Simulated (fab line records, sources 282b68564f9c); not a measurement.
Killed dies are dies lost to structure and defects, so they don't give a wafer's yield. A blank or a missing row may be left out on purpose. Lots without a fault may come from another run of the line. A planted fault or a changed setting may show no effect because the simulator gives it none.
A struck lot beside a sound one | flow rit_cmos | 21 steps out of a route of 202
Sound: wafers L947.2, L947.5, L947.6. Struck: wafers L956.2, L956.3, L956.5. The cause comes at the end.
At each step with rows: each side's tool, then ch and its chambers, then its first start. Under that, the readings that differ: sound wafers | struck wafers | difference of the means | sigmas: that difference in standard deviations of wafers without a fault.
alike: readings whose means differ by less than 2 such deviations, and words and numbers that are the same on both sides. not compared: withheld readings, readings that some wafer has no value for, bounds like >300 that may hide the same value, and numbers for which the record gives no deviation and whose values overlap.
The two part at a step that has a row with sigmas, a row that says differs or no value, or rows on one side only. Numbers that don't overlap but have no deviation are shown without sigmas and don't part them. A reading that every wafer of one side lacks parts them only if that side has two wafers or more.

first, 6 steps without rows for these wafers: RIT_NRETRO_HMDS_00 (prime time 60 s); RIT_NRETRO_COAT_01 (resist thk 1300 nm); RIT_NRETRO_SOFTBAKE_02 (time 60 s); RIT_NRETRO_EXPOSE_03 (exposes mask M4, target cd 43900 nm); RIT_NRETRO_PEB_04; RIT_NRETRO_DEVELOP_05 (develop time 68 s).
RIT_NRETRO_OVL_MEAS_06:
  sound on overlay-02, day 4 17:34; struck on overlay-02, day 6 01:45
  alike: NRETRO_OVL
then, 2 steps without rows for these wafers: RIT_NRETRO_HARDBAKE_07 (time 120 s); RIT_NRETRO_IMPLANT_08.
RIT_NRETRO_STRIP_09: strips in O2, time 180 s.
  sound on plasma_asher-03 ch 0,1, day 4 17:59; struck on plasma_asher-02 ch 0,1, day 6 02:22
  alike: drypump_motor_current_A
  not compared: rf_hours_counter_h
RIT_NRETRO_TW_MEAS_10:
  sound on film_metro-03, day 4 18:11; struck on film_metro-03, day 6 02:37
  alike: NRETRO_TW
then, 1 step without rows for these wafers: RIT_PRETRO_HMDS_00 (prime time 60 s).
RIT_PRETRO_COAT_01: resist thk 1300 nm.
  sound on litho_track-03 ch 0, day 4 18:25; struck on litho_track-03 ch 0, day 6 02:59
  reading                                     | sound                | struck               | difference | sigmas
  spin_speed_rpm (rpm)                        | 1999.3 2000.6 1999.1 | 2124.4 2122.0 2123.3 | +123.6     | +88
  model.NOVOLAK_of_PRETRO_COAT_01.thk_nm (nm) | 1302 1300 1300       | 1260 1262 1261       | -40        |
  alike: dispense_pressure_kPa
then, 4 steps without rows for these wafers: RIT_PRETRO_SOFTBAKE_02 (time 60 s); RIT_PRETRO_EXPOSE_03 (exposes mask M5, target cd 43700 nm); RIT_PRETRO_PEB_04; RIT_PRETRO_DEVELOP_05 (develop time 68 s).
RIT_PRETRO_OVL_MEAS_06:
  sound on overlay-02, day 4 19:16; struck on overlay-01, day 6 04:16
  alike: PRETRO_OVL
RIT_PRETRO_HARDBAKE_07: time 120 s.
  sound on litho_track-01 ch 0, day 4 19:20; struck on litho_track-02 ch 0, day 6 04:42
  reading                                     | sound          | struck         | difference | sigmas
  model.NOVOLAK_of_PRETRO_COAT_01.thk_nm (nm) | 1139 1137 1137 | 1103 1104 1104 | -34        |
then, 2 steps without rows for these wafers: RIT_PRETRO_IMPLANT_08; RIT_M1_PROBE_99.

WHERE THEY PART
Only at RIT_PRETRO_COAT_01, within this record. Later steps at which nothing parts them and some readings are alike: RIT_PRETRO_OVL_MEAS_06.

WHY: what the simulator had put in
Process parameter drift: litho_track-03, from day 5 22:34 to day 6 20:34, at RIT_PRETRO_COAT_01. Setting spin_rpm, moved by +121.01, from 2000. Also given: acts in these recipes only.
